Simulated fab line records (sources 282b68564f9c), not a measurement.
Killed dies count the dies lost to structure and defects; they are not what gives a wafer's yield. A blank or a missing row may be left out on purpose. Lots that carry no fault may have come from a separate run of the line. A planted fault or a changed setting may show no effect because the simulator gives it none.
2 desks looking at one fault    flow ritCmos    numbers are kept per desk, each desk with only its own; the story behind them comes last

AT THE METROLOGY DESK
What the gauges read for every lot (on any tool): the sampled wafers with a number, averaged. Marked OUT: a lot whose mean sits more than 4 standard deviations from the usual mean, which makes it out of limits; the brackets give that distance.
Columns: A = ACTIVE_OXIDE_THK at RIT_ACTIVE_THK_MEAS_02, usual 46.8 nm; B = ACTIVE_NITRIDE_THK at RIT_ACTIVE_THK_MEAS_04, usual 149.1 nm; C = cdNm at RIT_ACTIVE_CD_MEAS_11, usual 1400.0 nm; D = cdNm at RIT_ACTIVE_CD_MEAS_90, usual 1400.0 nm; E = FOX1_OXIDE_THK at RIT_FOX1_THK_MEAS_01, usual 353 nm; F = FOX2_OXIDE_THK at RIT_FOX2_THK_MEAS_01, usual 349 nm; G = FIELD_OXIDE_LEFT_1_THK at RIT_FOX2_THK_MEAS_90, usual 322 nm
lot   first seen here  A     B      C       D       E    F    G
L904  day 1 12:33      44.8  148.6  1403.0  1403.2  360  329  302
L906  day 1 23:16      45.7  148.7  1397.7  1397.7  357  353  326
L917  day 4 05:03      46.8  149.4  1400.5  1400.6  346  355  327
L918  day 4 10:03      46.1  148.5  1402.3  1402.1  349  345  317
L921  day 5 01:03      45.7  148.4  1401.8  1401.7  342  359  332
L922  day 5 06:03      47.9  149.1  1396.2  1396.1  354  349  321
This desk's verdict: no lot among the 6 shows anything out of limits.

AT THE TOOL OWNER'S DESK: rieDiel-04
The tool's own readings at RIT_ACTIVE_ETCH_13 (etches Si3N4 in SF6, stops on SiO2, time 210 s, target depth 210 nm): means of the sampled wafers that have a number, for each lot that ran on this tool. Marked OUT: a lot whose mean sits more than 4 standard deviations from the usual mean, which makes it out of limits; the brackets give that distance.
Columns: A = drypumpMotorCurrentA at RIT_ACTIVE_ETCH_13, usual 5.7 A; B = oesProductAu at RIT_ACTIVE_ETCH_13, usual 0.812 a.u.; C = throttleValvePct at RIT_ACTIVE_ETCH_13, usual 7.54 %
lot   first seen here  A    B                 C
L906  day 2 01:55      5.8  0.812             7.58
L917  day 4 07:43      6.0  0.751 (-4.4) OUT  7.63
L918  day 4 12:43      6.2  0.747 (-4.6) OUT  7.58
This desk's finding: out of limits on L917, L918; first on L917, day 4 07:43 (oesProductAu at RIT_ACTIVE_ETCH_13). L906 stayed within limits.

BROUGHT TOGETHER
An alarm could have come from the tool owner's desk at day 4 07:43, on L917, L918.
The metrology desk saw nothing out of limits.
The metrology desk has L917, L918 on record, within its limits.
Of the lots named, all ran RIT_ACTIVE_ETCH_13 on rieDiel-04.

WHAT HAD BEEN PUT IN BY THE SIMULATOR
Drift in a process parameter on rieDiel-04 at RIT_ACTIVE_ETCH_13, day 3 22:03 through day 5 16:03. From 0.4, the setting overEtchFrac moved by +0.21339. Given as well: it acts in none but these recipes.
Struck lots among those shown: L917, L918.
Hours from the fault's start to each desk's first reading out of limits: the tool owner's desk, 10.
